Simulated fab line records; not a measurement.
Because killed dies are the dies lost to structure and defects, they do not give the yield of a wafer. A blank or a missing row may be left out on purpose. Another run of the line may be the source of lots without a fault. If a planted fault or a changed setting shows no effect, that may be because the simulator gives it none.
Which tool is to blame? -- flow berkeley cmos170 -- at 1 step of a route of 331, 14 lots with 42 wafers sampled

== WHAT THE GAUGES READ, wafer by wafer ==
The record lacks any reading of a measuring or inspecting step that a usual standard deviation could be used to judge.

== EACH LOT AND THE TOOL THAT RAN IT (in order: tool; ch and the chambers of the sampled wafers; start) ==
lot,UCB170_M3_PEB_13
L949,"litho track-02 ch 0, day 9 22:13"
L951,"litho track-01 ch 0, day 10 00:34"
L953,"litho track-01 ch 0, day 10 02:01"
L955,"litho track-02 ch 0, day 10 09:52"
L954,"litho track-01 ch 0, day 10 10:44"
L961,"litho track-01 ch 0, day 11 22:12"
L963,"litho track-01 ch 0, day 11 22:56"
L960,"litho track-02, day 11 23:37"
L962,"litho track-01, day 12 01:05"
L967,"litho track-03 ch 0, day 12 22:09"
L965,"litho track-01 ch 0, day 13 02:31"
L969,"litho track-03 ch 0, day 13 03:40"
L968,"litho track-03 ch 0, day 13 03:56"
L966,"litho track-02 ch 0, day 13 04:19"
- UCB170_M3_PEB_13

== WHAT THE TOOLS THEMSELVES READ (means of the sampled wafers that have a number; where no wafer has one, the mark that the record gives instead) ==
UCB170_M3_PEB_13. Usual: chill plate temp C 22.98 C, standard deviation 0.11; exhaust pa 44.8 Pa, standard deviation 0.83.
lot,tool,chill plate temp C (C),exhaust pa (Pa),flag
L949,litho track-02,23.07,44.8,
L951,litho track-01,22.94,45.0,
L953,litho track-01,23.03,44.7,
L955,litho track-02,23.05,45.8,
L954,litho track-01,23.04,45.6,
L961,litho track-01,22.89,44.4,
L963,litho track-01,22.92,45.0,
L960,litho track-02,-,-,OFF
L962,litho track-01,-,-,OFF
L967,litho track-03,23.14,45.1,
L965,litho track-01,22.89,45.0,
L969,litho track-03,23.03,43.9,
L968,litho track-03,22.96,44.5,
L966,litho track-02,22.92,44.7,

== THE ANSWER, worked out from the rows above alone ==
Rule: a lot is off if the mean of its wafers that have a number lies more than 3 standard deviations from the usual mean. A lot without any number at a reading at which 4 lots or more have one is off too. Any other lot the step has rows for is counted as sound. First the gauges in route order, then the tools' own readings, where a lot's mean is used as printed above. At the first step where some lot is off, the reading lying furthest off is the one used; lots without a number count as furthest.
Off: L960, L962 (UCB170_M3_PEB_13, chill plate temp C). Without a number there: L960, L962.
If a tool, at that step or one of the process steps before it, ran each lot that is off and ran no sound lot following the first of them, it fits. Of those tried, none fits.

== WHAT HAD BEEN PUT IN BY THE SIMULATOR ==
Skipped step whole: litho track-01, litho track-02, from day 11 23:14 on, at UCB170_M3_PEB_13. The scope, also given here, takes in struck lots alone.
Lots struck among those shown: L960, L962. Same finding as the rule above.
